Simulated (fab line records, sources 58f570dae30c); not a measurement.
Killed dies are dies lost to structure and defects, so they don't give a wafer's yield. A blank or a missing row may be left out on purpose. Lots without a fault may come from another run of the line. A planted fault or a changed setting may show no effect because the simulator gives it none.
Which tool did it? | flow berkeley_cmos170 | 14 lots, 42 wafers sampled, at 1 step of a route of 331

WHAT THE GAUGES READ, wafer by wafer
The record holds no reading of a measuring or inspecting step that can be judged against a usual standard deviation.

WHICH TOOL RAN EACH LOT (tool, then ch and the chambers of the sampled wafers, then the start)
lot  | UCB170_NLDD_SOFTBAKE_02
L893 | litho_track-01 ch 0, day 6 05:04
L892 | litho_track-02 ch 0, day 6 05:19
L894 | litho_track-01 ch 0, day 6 05:40
L896 | litho_track-03 ch 0, day 6 16:02
L898 | litho_track-03 ch 0, day 6 21:31
L899 | litho_track-02 ch 0, day 7 10:50
L901 | litho_track-02 ch 0, day 7 20:13
L904 | litho_track-01 ch 0, day 8 04:01
L903 | litho_track-03 ch 0, day 8 04:21
L906 | litho_track-03 ch 0, day 8 17:52
L905 | litho_track-01 ch 0, day 8 18:52
L910 | litho_track-02 ch 0, day 9 15:38
L911 | litho_track-02 ch 0, day 10 06:46
L915 | litho_track-02 ch 0, day 10 22:28
- UCB170_NLDD_SOFTBAKE_02: time 60 s.

WHAT THE TOOLS THEMSELVES READ (means of the sampled wafers that have a number; where no wafer has one, the mark that the record gives instead)
UCB170_NLDD_SOFTBAKE_02.
lot  | tool           | plate_temp_C (C) | run_length_s (s)
L893 | litho_track-01 | 129.98           | 89.11
L892 | litho_track-02 | 130.15           | 88.88
L894 | litho_track-01 | 129.96           | 89.01
L896 | litho_track-03 | 130.06           | 89.20
L898 | litho_track-03 | 129.92           | 89.04
L899 | litho_track-02 | 130.25           | 88.83
L901 | litho_track-02 | 130.08           | 88.78
L904 | litho_track-01 | 130.15           | 89.07
L903 | litho_track-03 | 130.13           | 89.26
L906 | litho_track-03 | 130.00           | 89.21
L905 | litho_track-01 | 129.93           | 89.11
L910 | litho_track-02 | 129.94           | 88.86
L911 | litho_track-02 | 129.99           | 90.71
L915 | litho_track-02 | 129.94           | 90.85

THE ANSWER, worked out from the rows above alone
Rule: what is usual is taken from the lots themselves. Put in order of their means at a reading, lots are off if they are a third of the lots or fewer, leave a main group of 4 or more, and stand apart from it by a gap of 3 or more times the standard deviation of the main group's means; of several such gaps the widest counts. A main group whose means are all the same, to the digits that the tables above print for the reading, isn't used. A lot without any number at a reading at which 4 lots or more have one is off too. The other lots that the step has rows for count as sound. The gauges are gone through in route order, then the tools' own readings, and for those a lot's mean is taken as printed above. The first step at which some lot is off is used, and at that step the reading that is off furthest; a lot without a number counts as furthest.
Off: L911, L915, at UCB170_NLDD_SOFTBAKE_02 (run_length_s). The main group: mean 89.03 s, standard deviation 0.15.
A tool fits if, at that step or a process step before it, it ran every lot that is off, and no sound lot after the first of them. One fits: litho_track-02 at UCB170_NLDD_SOFTBAKE_02. Its last sound lot is L910 (day 9 15:38), its first lot that is off L911 (day 10 06:46): a fault that began between those two fits.
The tool's own readings at UCB170_NLDD_SOFTBAKE_02 bear it out: on the lots that are off they differ by more than 5 times the standard deviation of the sound lots' means. run_length_s reads 90.78 s there against 89.03 s on the sound lots.

WHAT THE SIMULATOR HAD PUT IN
Process parameter drift: litho_track-02, from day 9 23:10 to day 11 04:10, at UCB170_NLDD_SOFTBAKE_02. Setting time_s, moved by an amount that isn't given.
Lots struck among those shown: L911, L915. The rule above found the same.
